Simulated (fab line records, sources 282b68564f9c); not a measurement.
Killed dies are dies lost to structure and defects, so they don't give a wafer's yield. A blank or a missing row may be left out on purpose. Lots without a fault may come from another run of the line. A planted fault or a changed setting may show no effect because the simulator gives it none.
One fault seen from 2 desks | flow rit_cmos | each desk has only its own numbers; what lay behind them comes last

THE METROLOGY DESK
What the gauges read, lot by lot, whatever tool the lot ran on: means of the sampled wafers that have a number. A lot is out of limits, marked OUT, if its mean lies more than 4 standard deviations from the usual mean; the brackets give that distance.
Columns: A = NSD_OVL at RIT_NSD_OVL_MEAS_06, usual -0.7 nm
lot  | first seen here | A
L691 | day 2 22:10     | -0.5
L692 | day 3 03:35     | -0.7
L693 | day 3 10:19     | -2.4
L694 | day 3 15:28     | -1.1
L695 | day 3 22:28     | -1.4
L697 | day 4 03:56     | 0.8
L698 | day 4 11:07     | -1.5
L699 | day 4 15:40     | -0.1
L700 | day 4 21:52     | -1.4
L701 | day 5 01:13     | -0.6
L704 | day 5 18:38     | -1.9
L705 | day 5 21:58     | 0.4
L711 | day 7 07:45     | -0.9
L712 | day 7 16:57     | 0.5
This desk's finding: nothing out of limits on any of the 14 lots.

THE TOOL OWNER'S DESK: rie_diel-03
The tool's own readings at RIT_CONTACT_ETCH_11 (etches SiO2 in CHF3/CF4/Ar, stops on TiSi2, target depth 480 nm, time 320 s): means of the sampled wafers that have a number, for each lot that ran on this tool. A lot is out of limits, marked OUT, if its mean lies more than 4 standard deviations from the usual mean; the brackets give that distance.
Columns: A = O2_flow_sccm at RIT_CONTACT_ETCH_11, usual 5.000 sccm; B = drypump_motor_current_A at RIT_CONTACT_ETCH_11, usual 5.6 A; C = oes_product_au at RIT_CONTACT_ETCH_11, usual 1.000 a.u.; D = rf_fwd_power_W at RIT_CONTACT_ETCH_11, usual 206.2 W; E = throttle_valve_pct at RIT_CONTACT_ETCH_11, usual 8.85 %
lot  | first seen here | A     | B   | C     | D     | E
L692 | day 3 08:33     | 4.995 | 5.9 | 0.987 | 206.3 | 8.86
L693 | day 3 15:26     | 4.990 | 5.8 | 0.999 | 206.1 | 9.01
L695 | day 4 03:34     | 5.028 | 5.8 | 0.983 | 206.0 | 8.76
L699 | day 4 20:37     | 5.003 | 5.7 | 0.993 | 206.2 | 8.90
L705 | day 6 02:50     | 5.000 | 5.9 | 0.998 | 206.5 | 8.80
L711 | day 7 13:02     | 4.999 | 5.9 | 0.991 | 206.3 | 8.78
L712 | day 7 22:01     | 5.002 | 5.9 | 0.995 | 206.3 | 8.89
This desk's finding: nothing out of limits on any of the 7 lots.

PUT TOGETHER
The metrology desk saw nothing out of limits.
The tool owner's desk saw nothing out of limits.

WHAT THE SIMULATOR HAD PUT IN
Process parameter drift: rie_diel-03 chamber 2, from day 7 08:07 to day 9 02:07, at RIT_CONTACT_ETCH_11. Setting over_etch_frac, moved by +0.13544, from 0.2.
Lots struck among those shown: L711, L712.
